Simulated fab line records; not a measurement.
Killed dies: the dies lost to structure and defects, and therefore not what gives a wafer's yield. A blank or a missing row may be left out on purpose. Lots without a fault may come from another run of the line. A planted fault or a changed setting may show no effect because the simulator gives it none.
fab line records	flow ritCmos	part 1 of 2: steps 1 to 27 of 38
record lots=5	wafers=15	lastDay=7
route steps=202 shown ACTIVE@15 FOX1@20 FOX2@23 NWELL@28 PWELL@39 WELLDRIVE@50
lots with no fault: from the same line, run without faults
startH: start of the lot's first displayed wafer, in hours after the record's first day	waitH: hours from the lot's prior step to this one	" repeats the value in the row above	L1.1+2: a single row standing in for several wafers	- no value, or no start was given	* or withheld: withheld	< > ~ a bound
route shown NAME@n: NAME is a module with steps in the file, n the number in the route of the first one	usual: mean/standard deviation taken from wafers without a fault	same: alike in all rows	chamber/n: place in a boat	sites: readings site by site	_std_site: the values' standard deviation	_edge_site: mean of outer sites minus mean of inner sites	radiusMm: how far each site lies from the wafer's centre	mask NAME#n: copy n	behind: the tool/chamber that last shaped the wafer	hold: why the lot went on hold/how many hours it stayed there/how the hold came to an end	device: whichever transistor did not switch (one of n, p or np)	end of line: at the end of the route, the tests of the same wafers	step lacking rows: just its recipe	killed: not the wafer's yield, but the dies lost to structure and defects at the first sort	map: per-die view of a wafer (x killed, . not killed, _ where there is no die)
set.NAME: the setting the step ran with; set.NAME@STEP: the setting that earlier step ran with	model.NAME: the simulator's own value behind a step, which no gauge read
certain route steps with their lots: each step a table, each wafer a row
services: a tool's chamber out of use, with start hour (startH, from the record's first day; less than 0 if before it), hours out, and reason
## steps
# step RIT_ACTIVE_STRIP_14
# recipe chemistry=O2	timeS=180	resist=NOVOLAK	platenTempC=withheld	powerW=500	pressureMtorr=4000	o2FlowSccm=4000
# usual drypumpMotorCurrentA=5.4/0.44
# same timeS=180
lot.wafer	tool	chamber	startH	waitH	drypumpMotorCurrentA	rfHoursCounterH
L076.1	plasmaAsher-03	0	25.66	0.1	5.3	37
L076.4	"	1	"	"	5.2	-
L076.6	"	1	"	"	5.2	-
L077.2	plasmaAsher-01	0	31.74	0.1	4.8	25
L077.5	"	0	"	"	4.8	-
L077.6	"	1	"	"	5.9	-
L083.1	plasmaAsher-01	0	61.38	0.1	4.8	28
L083.3	"	1	"	"	5.9	-
L083.6	"	0	"	"	4.8	-
L089.2	plasmaAsher-03	0	93.52	0.1	5.3	45
L089.3	"	1	"	"	5.2	-
L089.4	"	0	"	"	5.3	-
L095.2	plasmaAsher-02	1	120.12	0.1	5.9	47
L095.5	"	0	"	"	5.7	-
L095.6	"	1	"	"	6.0	-
# step RIT_ACTIVE_CD_MEAS_90
# recipe targetCdNm=1400
# usual cdNm=1399.6/2.5
lot.wafer	tool	chamber	startH	waitH	cdNm
L076.1	cdSem-01	-	25.83	0.1	1402.2
L076.4	"	-	"	"	1400.7
L076.6	"	-	"	"	1399.2
L077.2	cdSem-01	-	31.93	0.1	1399.0
L077.5	"	-	"	"	1400.7
L077.6	"	-	"	"	1398.0
L083.1	cdSem-01	-	61.56	0.1	1392.4
L083.3	"	-	"	"	1394.3
L083.6	"	-	"	"	1396.5
L089.2	cdSem-02	-	93.71	0.1	1401.8
L089.3	"	-	"	"	1401.7
L089.4	"	-	"	"	1402.7
L095.2	cdSem-02	-	120.32	0.1	1398.5
L095.5	"	-	"	"	1396.3
L095.6	"	-	"	"	1397.8
# step RIT_ACTIVE_CLEAN_15
# recipe chemistry=SC1	mix=3:3:50	timeS=600	tempC=75
# usual bathGuardTempC=74.9/0.55
# same timeS=600
lot.wafer	tool	chamber	startH	waitH	bathGuardTempC
L076.1	wetBench-04	2	25.95	0.1	75.3
L076.4	"	2	"	"	75.5
L076.6	"	2	"	"	75.1
L077.2	wetBench-03	1	32.03	0.1	75.2
L077.5	"	1	"	"	75.1
L077.6	"	1	"	"	75.5
L083.1	wetBench-01	1	61.68	0.1	75.5
L083.3	"	1	"	"	75.1
L083.6	"	1	"	"	75.5
L089.2	wetBench-04	0	93.81	0.1	73.9
L089.3	"	0	"	"	74.3
L089.4	"	0	"	"	74.0
L095.2	wetBench-03	0	120.42	0.1	73.8
L095.5	"	0	"	"	74.2
L095.6	"	0	"	"	73.7
# step RIT_ACTIVE_CLEAN_16
# recipe chemistry=dHF	dilution=50:1	timeS=30
# same timeS=30
lot.wafer	tool	chamber	startH	waitH
L076.1+4+6	wetBench-01	0	26.14	0.0
L077.2+5+6	wetBench-01	1	32.21	0.0
L083.1+3+6	wetBench-03	1	61.85	0.0
L089.2+3+4	wetBench-03	3	94.00	0.0
L095.2+5+6	wetBench-04	1	120.61	0.0
# step RIT_ACTIVE_CLEAN_17
# recipe chemistry=SC2	mix=3:3:50	timeS=600	tempC=75	dry=n2Spin
# usual bathGuardTempC=74.8/0.61
# same timeS=600
lot.wafer	tool	chamber	startH	waitH	bathGuardTempC
L076.1	wetBench-03	3	26.16	0.0	75.1
L076.4	"	3	"	"	75.0
L076.6	"	3	"	"	75.4
L077.2	wetBench-04	2	32.22	0.0	75.9
L077.5	"	2	"	"	75.0
L077.6	"	2	"	"	75.2
L083.1	wetBench-01	1	61.87	0.0	75.4
L083.3	"	1	"	"	75.7
L083.6	"	1	"	"	75.1
L089.2	wetBench-01	0	94.02	0.0	74.0
L089.3	"	0	"	"	74.0
L089.4	"	0	"	"	73.9
L095.2	wetBench-04	3	120.63	0.0	74.7
L095.5	"	3	"	"	74.7
L095.6	"	3	"	"	74.4
# step RIT_FOX1_OXIDATION_00
# recipe tempC=1100	ambient=H2O	targetThkA=3507	pH2oTorr=720	oxTimeS=1130
# usual spikeTcLoadC=1125/3.1	tubeCenterTempC=1100/0.09
lot.wafer	tool	chamber	startH	waitH	spikeTcLoadC	tubeCenterTempC
L076.1	furnace-01	0	27.49	1.2	1124	1099.9
L076.4	"	0	"	"	1123	1100
L076.6	"	0	"	"	1121	1099.9
L077.2	furnace-01	0	32.40	0.0	1121	1100.1
L077.5	"	0	"	"	1123	1100.1
L077.6	"	0	"	"	1121	1099.9
L083.1	furnace-04	0	63.49	1.4	1127	1100
L083.3	"	0	"	"	1127	1100
L083.6	"	0	"	"	1128	1100.1
L089.2	furnace-01	0	94.78	0.6	1123	1100
L089.3	"	0	"	"	1122	1100.1
L089.4	"	0	"	"	1123	1100
L095.2	furnace-04	0	122.62	1.8	1128	1100
L095.5	"	0	"	"	1127	1099.9
L095.6	"	0	"	"	1127	1099.9
# step RIT_FOX1_THK_MEAS_01
# recipe reads=SiO2_of_FOX1_OXIDATION_00
# usual FOX1_OXIDE_THK=352/6.6
lot.wafer	tool	chamber	startH	waitH	FOX1_OXIDE_THK[nm]
L076.1	filmMetro-04	-	28.80	0.0	366
L076.4	"	-	"	"	364
L076.6	"	-	"	"	364
L077.2	filmMetro-04	-	33.72	0.0	344
L077.5	"	-	"	"	348
L077.6	"	-	"	"	344
L083.1	filmMetro-04	-	64.80	0.0	350
L083.3	"	-	"	"	342
L083.6	"	-	"	"	343
L089.2	filmMetro-03	-	96.10	0.0	357
L089.3	"	-	"	"	357
L089.4	"	-	"	"	360
L095.2	filmMetro-03	-	123.94	0.0	347
L095.5	"	-	"	"	352
L095.6	"	-	"	"	352
# step RIT_FOX1_WET_ETCH_02
# recipe chemistry=BOE	targetDepthNm=350	timeS=390	tempC=21.5	dry=n2Spin	dilution=10:1	target=SiO2
# same timeS=390
lot.wafer	tool	chamber	startH	waitH
L076.1+4+6	wetBench-01	0	28.86	0.1
L077.2+5+6	wetBench-02	0	33.77	0.0
L083.1+3+6	wetBench-02	3	64.86	0.1
L089.2+3+4	wetBench-03	3	96.15	0.0
L095.2+5+6	wetBench-03	1	123.99	0.0
# step RIT_FOX2_OXIDATION_00
# recipe tempC=1100	ambient=H2O	targetThkA=3507	pH2oTorr=720	oxTimeS=1130
# usual spikeTcLoadC=1125.9/3	tubeCenterTempC=1100/0.099
lot.wafer	tool	chamber	startH	waitH	spikeTcLoadC	tubeCenterTempC
L076.1	furnace-03	0	28.99	0.0	1129.8	1100.1
L076.4	"	0	"	"	1127.1	1100
L076.6	"	0	"	"	1130.0	1100.1
L077.2	furnace-04	0	34.41	0.5	1128.1	1100.1
L077.5	"	0	"	"	1127.3	1099.9
L077.6	"	0	"	"	1127.5	1099.8
L083.1	furnace-03	0	65.10	0.1	1128.0	1100.2
L083.3	"	0	"	"	1128.2	1100
L083.6	"	0	"	"	1129.6	1100
L089.2	furnace-01	0	96.27	0.0	1121.7	1100.1
L089.3	"	0	"	"	1122.5	1100
L089.4	"	0	"	"	1123.1	1100.1
L095.2	furnace-03	0	124.12	0.0	1128.2	1100
L095.5	"	0	"	"	1128.3	1100.2
L095.6	"	0	"	"	1129.5	1100
# step RIT_FOX2_THK_MEAS_01
# recipe reads=SiO2_of_FOX2_OXIDATION_00
# usual FOX2_OXIDE_THK=351/6.8
lot.wafer	tool	chamber	startH	waitH	FOX2_OXIDE_THK[nm]
L076.1	filmMetro-01	-	30.31	0.0	355
L076.4	"	-	"	"	352
L076.6	"	-	"	"	355
L077.2	filmMetro-01	-	35.73	0.0	357
L077.5	"	-	"	"	355
L077.6	"	-	"	"	357
L083.1	filmMetro-01	-	66.42	0.0	346
L083.3	"	-	"	"	346
L083.6	"	-	"	"	344
L089.2	filmMetro-02	-	97.60	0.0	358
L089.3	"	-	"	"	353
L089.4	"	-	"	"	348
L095.2	filmMetro-04	-	125.44	0.0	353
L095.5	"	-	"	"	345
L095.6	"	-	"	"	354
# step RIT_FOX2_CLEAN_02
# recipe chemistry=dHF	dilution=50:1	timeS=180
# same timeS=180
lot.wafer	tool	chamber	startH	waitH
L076.1+4+6	wetBench-04	3	30.37	0.1
L077.2+5+6	wetBench-04	2	35.78	0.0
L083.1+3+6	wetBench-04	1	66.48	0.1
L089.2+3+4	wetBench-02	2	97.65	0.0
L095.2+5+6	wetBench-01	1	125.49	0.0
# step RIT_FOX2_WET_ETCH_03
# recipe chemistry=H3PO4	target=Si3N4	targetDepthNm=195	tempC=165	timeS=2700
# usual bathGuardTempC=165.0/0.63
# same timeS=2700
lot.wafer	tool	chamber	startH	waitH	bathGuardTempC
L076.1	wetBench-01	0	30.42	0.0	164.1
L076.4	"	0	"	"	163.8
L076.6	"	0	"	"	163.7
L077.2	wetBench-02	3	35.84	0.0	163.7
L077.5	"	3	"	"	164.3
L077.6	"	3	"	"	163.9
L083.1	wetBench-01	2	66.53	0.0	165.5
L083.3	"	2	"	"	165.0
L083.6	"	2	"	"	165.1
L089.2	wetBench-04	1	97.70	0.0	165.0
L089.3	"	1	"	"	164.8
L089.4	"	1	"	"	164.8
L095.2	wetBench-04	3	125.55	0.0	164.3
L095.5	"	3	"	"	164.4
L095.6	"	3	"	"	164.5
# step RIT_FOX2_THK_MEAS_90
# recipe reads=SiO2_of_FOX2_OXIDATION_00
# usual FIELD_OXIDE_LEFT_1_THK=324/6.7
lot.wafer	tool	chamber	startH	waitH	FIELD_OXIDE_LEFT_1_THK[nm]
L076.1	filmMetro-01	-	31.25	0.0	328
L076.4	"	-	"	"	325
L076.6	"	-	"	"	328
L077.2	filmMetro-02	-	36.61	0.0	330
L077.5	"	-	"	"	327
L077.6	"	-	"	"	330
L083.1	filmMetro-01	-	67.29	0.0	319
L083.3	"	-	"	"	319
L083.6	"	-	"	"	316
L089.2	filmMetro-01	-	98.54	0.0	331
L089.3	"	-	"	"	326
L089.4	"	-	"	"	321
L095.2	filmMetro-04	-	126.32	0.0	326
L095.5	"	-	"	"	317
L095.6	"	-	"	"	326
# step RIT_NWELL_HMDS_00
# recipe primeTimeS=60	primeTempC=140
# usual chillPlateTempC=22.99/0.1
# same primeTimeS=60
lot.wafer	tool	chamber	startH	waitH	chillPlateTempC
L076.1	lithoTrack-01	0	31.31	0.1	23.04
L076.4	"	0	"	"	22.87
L076.6	"	0	"	"	23.10
L077.2	lithoTrack-01	0	36.68	0.1	22.98
L077.5	"	0	"	"	22.98
L077.6	"	0	"	"	23.20
L083.1	lithoTrack-04	0	67.35	0.1	23.03
L083.3	"	0	"	"	23.04
L083.6	"	0	"	"	23.17
L089.2	lithoTrack-04	0	98.62	0.1	23.01
L089.3	"	0	"	"	23.10
L089.4	"	0	"	"	23.18
L095.2	lithoTrack-03	0	126.39	0.1	22.90
L095.5	"	0	"	"	23.01
L095.6	"	0	"	"	22.91
# step RIT_NWELL_COAT_01
# recipe resist=NOVOLAK	spinRpm=2000	resistThkNm=1300
# usual chillPlateTempC=23.00/0.11
lot.wafer	tool	chamber	startH	waitH	chillPlateTempC
L076.1	lithoTrack-01	0	31.46	0.1	23.01
L076.4	"	0	"	"	22.94
L076.6	"	0	"	"	22.99
L077.2	lithoTrack-01	0	36.83	0.1	23.02
L077.5	"	0	"	"	22.88
L077.6	"	0	"	"	22.93
L083.1	lithoTrack-04	0	67.50	0.1	22.93
L083.3	"	0	"	"	22.88
L083.6	"	0	"	"	22.82
L089.2	lithoTrack-04	0	98.77	0.1	23.08
L089.3	"	0	"	"	23.22
L089.4	"	0	"	"	23.02
L095.2	lithoTrack-03	0	126.54	0.1	22.90
L095.5	"	0	"	"	22.78
L095.6	"	0	"	"	22.83
# step RIT_NWELL_SOFTBAKE_02
# recipe resist=NOVOLAK	tempC=90	timeS=60
# usual chillPlateTempC=23.00/0.11
# same timeS=60
lot.wafer	tool	chamber	startH	waitH	chillPlateTempC
L076.1	lithoTrack-01	0	31.61	0.1	22.86
L076.4	"	0	"	"	22.80
L076.6	"	0	"	"	23.08
L077.2	lithoTrack-01	0	36.98	0.1	23.07
L077.5	"	0	"	"	23.08
L077.6	"	0	"	"	23.21
L083.1	lithoTrack-04	0	67.65	0.1	22.82
L083.3	"	0	"	"	22.92
L083.6	"	0	"	"	22.89
L089.2	lithoTrack-04	0	98.92	0.1	23.02
L089.3	"	0	"	"	23.11
L089.4	"	0	"	"	23.16
L095.2	lithoTrack-03	0	126.69	0.1	22.91
L095.5	"	0	"	"	23.15
L095.6	"	0	"	"	22.96
# step RIT_NWELL_EXPOSE_03
# recipe maskId=M2	na=0.57	targetCdNm=43900	doseMj=250
# usual stageVelMmS=500.00/0.27
# same na=0.57
lot.wafer	tool	chamber	startH	waitH	mask	stageVelMmS
L076.1	ilineStepper-02	0	31.76	0.1	M2#0	500.06
L076.4	"	0	"	"	M2#0	500.35
L076.6	"	0	"	"	M2#0	500.26
L077.2	ilineStepper-01	0	37.25	0.2	M2#0	500.15
L077.5	"	0	"	"	M2#0	500.24
L077.6	"	0	"	"	M2#0	500.19
L083.1	ilineStepper-01	0	67.80	0.1	M2#0	500.13
L083.3	"	0	"	"	M2#0	500.27
L083.6	"	0	"	"	M2#0	499.70
L089.2	ilineStepper-02	0	99.19	0.2	M2#0	500.13
L089.3	"	0	"	"	M2#0	500.06
L089.4	"	0	"	"	M2#0	499.79
L095.2	ilineStepper-02	0	126.84	0.1	M2#0	500.21
L095.5	"	0	"	"	M2#0	499.52
L095.6	"	0	"	"	M2#0	499.82
# step RIT_NWELL_PEB_04
# recipe resist=NOVOLAK	tempC=withheld	timeS=withheld
# usual chillPlateTempC=*
lot.wafer	tool	chamber	startH	waitH	chillPlateTempC
L076.1	lithoTrack-01	0	31.88	0.1	*
L076.4	"	0	"	"	*
L076.6	"	0	"	"	*
L077.2	lithoTrack-04	0	37.37	0.1	*
L077.5	"	0	"	"	*
L077.6	"	0	"	"	*
L083.1	lithoTrack-04	0	67.92	0.1	*
L083.3	"	0	"	"	*
L083.6	"	0	"	"	*
L089.2	lithoTrack-04	0	99.31	0.1	*
L089.3	"	0	"	"	*
L089.4	"	0	"	"	*
L095.2	lithoTrack-01	0	126.96	0.1	*
L095.5	"	0	"	"	*
L095.6	"	0	"	"	*
# step RIT_NWELL_DEVELOP_05
# recipe resist=NOVOLAK	developTimeS=68	devTempC=24.11
# usual chillPlateTempC=22.98/0.12
lot.wafer	tool	chamber	startH	waitH	chillPlateTempC
L076.1	lithoTrack-01	0	-	-	22.93
L076.4	"	0	"	"	22.98
L076.6	"	0	"	"	22.82
L077.2	lithoTrack-04	0	-	-	22.79
L077.5	"	0	"	"	22.90
L077.6	"	0	"	"	22.88
L083.1	lithoTrack-04	0	-	-	23.28
L083.3	"	0	"	"	23.20
L083.6	"	0	"	"	23.05
L089.2	lithoTrack-04	0	-	-	23.10
L089.3	"	0	"	"	23.14
L089.4	"	0	"	"	23.09
L095.2	lithoTrack-01	0	-	-	22.93
L095.5	"	0	"	"	22.81
L095.6	"	0	"	"	22.99
# step RIT_NWELL_OVL_MEAS_06
# usual NWELL_OVL=-0.6/1.2
lot.wafer	tool	chamber	startH	waitH	NWELL_OVL[nm]
L076.1	overlay-01	-	32.19	-	-0.4
L076.4	"	-	"	"	-2.5
L076.6	"	-	"	"	-1.6
L077.2	overlay-01	-	37.67	-	-2.0
L077.5	"	-	"	"	-1.6
L077.6	"	-	"	"	-2.4
L083.1	overlay-01	-	68.23	-	-3.1
L083.3	"	-	"	"	-3.1
L083.6	"	-	"	"	-3.6
L089.2	overlay-01	-	99.60	-	-0.1
L089.3	"	-	"	"	1.0
L089.4	"	-	"	"	0.7
L095.2	overlay-02	-	127.25	-	-1.9
L095.5	"	-	"	"	0.5
L095.6	"	-	"	"	-2.6
# step RIT_NWELL_HARDBAKE_07
# recipe resist=NOVOLAK	tempC=140	timeS=120
# usual chillPlateTempC=23.01/0.13
# same timeS=120
lot.wafer	tool	chamber	startH	waitH	chillPlateTempC
L076.1	lithoTrack-04	0	32.36	0.2	22.85
L076.4	"	0	"	"	23.18
L076.6	"	0	"	"	23.06
L077.2	lithoTrack-04	0	37.74	0.1	22.99
L077.5	"	0	"	"	22.97
L077.6	"	0	"	"	23.08
L083.1	lithoTrack-01	0	68.27	0.0	23.02
L083.3	"	0	"	"	22.98
L083.6	"	0	"	"	22.85
L089.2	lithoTrack-03	0	99.67	0.1	22.90
L089.3	"	0	"	"	22.91
L089.4	"	0	"	"	22.97
L095.2	lithoTrack-04	0	127.33	0.1	23.15
L095.5	"	0	"	"	23.11
L095.6	"	0	"	"	23.16
# step RIT_NWELL_IMPLANT_08
# recipe species=P	energyKev=170	doseCm2=4.89e+13	tiltDeg=7
lot.wafer	tool	chamber	startH	waitH
L076.1+4+6	implanter-03	0	32.61	0.2
L077.2+5+6	implanter-04	0	37.97	0.2
L083.1+3+6	implanter-03	0	68.52	0.2
L089.2+3+4	implanter-04	0	99.91	0.2
L095.2+5+6	implanter-04	0	127.56	0.2
# step RIT_NWELL_STRIP_09
# recipe chemistry=O2	timeS=180	resist=NOVOLAK	platenTempC=withheld	powerW=500	pressureMtorr=4000	o2FlowSccm=4000
# usual drypumpMotorCurrentA=5.7/0.41
# same timeS=180
lot.wafer	tool	chamber	startH	waitH	drypumpMotorCurrentA	rfHoursCounterH
L076.1	plasmaAsher-02	0	32.76	0.1	5.7	37
L076.4	"	0	"	"	5.7	-
L076.6	"	0	"	"	5.7	-
L077.2	plasmaAsher-04	1	38.10	0.1	5.8	39
L077.5	"	1	"	"	5.8	-
L077.6	"	0	"	"	5.8	-
L083.1	plasmaAsher-02	0	68.67	0.1	5.7	40
L083.3	"	1	"	"	6.0	-
L083.6	"	0	"	"	5.7	-
L089.2	plasmaAsher-02	0	100.03	0.1	5.7	44
L089.3	"	0	"	"	5.7	-
L089.4	"	1	"	"	6.0	-
L095.2	plasmaAsher-01	1	127.68	0.1	5.9	36
L095.5	"	1	"	"	5.9	-
L095.6	"	0	"	"	4.8	-
# step RIT_NWELL_TW_MEAS_10
# usual NWELL_TW=2131/20
lot.wafer	tool	chamber	startH	waitH	NWELL_TW
L076.1	filmMetro-02	-	32.94	0.1	2116
L076.4	"	-	"	"	2108
L076.6	"	-	"	"	2113
L077.2	filmMetro-02	-	38.28	0.1	2108
L077.5	"	-	"	"	2117
L077.6	"	-	"	"	2108
L083.1	filmMetro-02	-	68.84	0.1	2146
L083.3	"	-	"	"	2135
L083.6	"	-	"	"	2141
L089.2	filmMetro-01	-	100.22	0.1	2165
L089.3	"	-	"	"	2164
L089.4	"	-	"	"	2160
L095.2	filmMetro-01	-	127.87	0.1	2150
L095.5	"	-	"	"	2139
L095.6	"	-	"	"	2153
# step RIT_PWELL_HMDS_00
# recipe primeTimeS=60	primeTempC=140
# usual chillPlateTempC=23.01/0.11
# same primeTimeS=60
lot.wafer	tool	chamber	startH	waitH	chillPlateTempC
L076.1	lithoTrack-03	0	33.00	0.1	22.90
L076.4	"	0	"	"	23.02
L076.6	"	0	"	"	23.00
L077.2	lithoTrack-03	0	38.36	0.1	23.01
L077.5	"	0	"	"	23.16
L077.6	"	0	"	"	22.95
L083.1	lithoTrack-01	0	68.90	0.1	23.11
L083.3	"	0	"	"	22.96
L083.6	"	0	"	"	22.93
L089.2	lithoTrack-03	0	100.29	0.1	22.99
L089.3	"	0	"	"	23.08
L089.4	"	0	"	"	22.93
L095.2	lithoTrack-01	0	127.94	0.1	23.17
L095.5	"	0	"	"	23.11
L095.6	"	0	"	"	23.09
# step RIT_PWELL_COAT_01
# recipe resist=NOVOLAK	spinRpm=2000	resistThkNm=1300
# usual chillPlateTempC=22.99/0.11
lot.wafer	tool	chamber	startH	waitH	chillPlateTempC
L076.1	lithoTrack-03	0	33.15	0.1	22.91
L076.4	"	0	"	"	22.98
L076.6	"	0	"	"	22.84
L077.2	lithoTrack-03	0	38.51	0.1	23.04
L077.5	"	0	"	"	23.03
L077.6	"	0	"	"	23.08
L083.1	lithoTrack-01	0	69.05	0.1	22.92
L083.3	"	0	"	"	23.01
L083.6	"	0	"	"	22.99
L089.2	lithoTrack-03	0	100.44	0.1	22.96
L089.3	"	0	"	"	22.74
L089.4	"	0	"	"	22.88
L095.2	lithoTrack-01	0	128.09	0.1	22.71
L095.5	"	0	"	"	22.84
L095.6	"	0	"	"	22.85
# step RIT_PWELL_SOFTBAKE_02
# recipe resist=NOVOLAK	tempC=90	timeS=60
# usual chillPlateTempC=22.99/0.1
# same timeS=60
lot.wafer	tool	chamber	startH	waitH	chillPlateTempC
L076.1	lithoTrack-03	0	33.30	0.1	23.19
L076.4	"	0	"	"	23.07
L076.6	"	0	"	"	23.10
L077.2	lithoTrack-03	0	38.66	0.1	23.08
L077.5	"	0	"	"	23.12
L077.6	"	0	"	"	22.92
L083.1	lithoTrack-01	0	69.20	0.1	23.22
L083.3	"	0	"	"	23.00
L083.6	"	0	"	"	23.04
L089.2	lithoTrack-03	0	100.59	0.1	23.18
L089.3	"	0	"	"	23.14
L089.4	"	0	"	"	23.09
L095.2	lithoTrack-01	0	128.24	0.1	22.93
L095.5	"	0	"	"	22.95
L095.6	"	0	"	"	22.85
